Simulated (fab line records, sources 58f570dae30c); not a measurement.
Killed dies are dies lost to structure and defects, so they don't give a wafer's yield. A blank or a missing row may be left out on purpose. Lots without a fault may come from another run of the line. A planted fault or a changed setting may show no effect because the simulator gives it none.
Split-lot experiment | flow berkeley_cmos170 | 5 lots, 23 wafers read, on a route of 331 steps

THE SPLIT
At UCB170_START_OXIDATION_02 (target thk 20 nm, ox time 1800 s), the setting temp_c was moved away from the recipe's 950 C on 10 of the 23 wafers read, by -3.0% to +1.0%. The other wafers ran this setting at the recipe's value.

The file shows no step between the split and the reading.

THE READING
START_OXIDE_THK, in nm, at UCB170_START_THK_MEAS_03. Fault-free wafers of this fab line usually give 19.9 nm, standard deviation 0.41 nm.

wafer  | tool, chamber at the split | temp_c as run, C | against the recipe | START_OXIDE_THK, nm | against lot-mates on the recipe
L074.1 | furnace-02, 0              | 950              | recipe             | 19.6                | -
L074.3 | furnace-02, 0              | 950              | recipe             | 19.6                | -
L074.4 | furnace-02, 0              | 950              | recipe             | 19.8                | -
L075.1 | -, -                       | 950              | recipe             | 20.4                | -
L075.2 | -, -                       | 950              | recipe             | 20.7                | -
L075.3 | -, -                       | 950              | recipe             | 20.2                | -
L075.4 | -, -                       | 950              | recipe             | 20.4                | -
L075.6 | -, -                       | 950              | recipe             | 20.2                | -
L079.1 | -, -                       | 959.2            | +1.0%              | 22.5                | no lot-mate on the recipe
L079.2 | -, -                       | 959.2            | +1.0%              | 22.2                | no lot-mate on the recipe
L079.3 | -, -                       | 959.2            | +1.0%              | 22.3                | no lot-mate on the recipe
L079.4 | -, -                       | 959.2            | +1.0%              | 22.2                | no lot-mate on the recipe
L079.5 | -, -                       | 959.2            | +1.0%              | 21.9                | no lot-mate on the recipe
L081.1 | -, -                       | 921.9            | -3.0%              | 14.5                | no lot-mate on the recipe
L081.2 | -, -                       | 921.9            | -3.0%              | 14.7                | no lot-mate on the recipe
L081.3 | -, -                       | 921.9            | -3.0%              | 14.4                | no lot-mate on the recipe
L081.5 | -, -                       | 921.9            | -3.0%              | 14.9                | no lot-mate on the recipe
L081.6 | -, -                       | 921.9            | -3.0%              | 14.8                | no lot-mate on the recipe
L083.1 | -, -                       | 950              | recipe             | 20.0                | -
L083.2 | -, -                       | 950              | recipe             | 20.5                | -
L083.3 | -, -                       | 950              | recipe             | 20.1                | -
L083.5 | -, -                       | 950              | recipe             | 20.0                | -
L083.6 | -, -                       | 950              | recipe             | 19.9                | -

THE FIT
A straight line over all 23 wafers: START_OXIDE_THK changes by +1.89 nm for each +1% of temp_c; r = +0.99; the points scatter about the line by 0.31 nm.
Too few moved wafers have a lot-mate on the recipe to fit a line with each lot's own level taken away.

THE WHOLE CHAIN: every reading that the file lists as answering this split, in the file's order
step                      | what it does                     | reading                                                                            | change (the file's fit)             | r (the file's)
UCB170_START_OXIDATION_02 | target thk 20 nm, ox time 1800 s | SiO2_of_START_OXIDATION_02.thk_nm (the simulator's own value, which no gauge read) | +1.9 nm for each +1% of the setting | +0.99
UCB170_START_THK_MEAS_03  |                                  | START_OXIDE_THK                                                                    | +1.9 for each +1% of the setting    | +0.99

THE FILE'S OWN FIT
START_OXIDE_THK changes by +1.9 nm for each +1% of temp_c, r = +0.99.
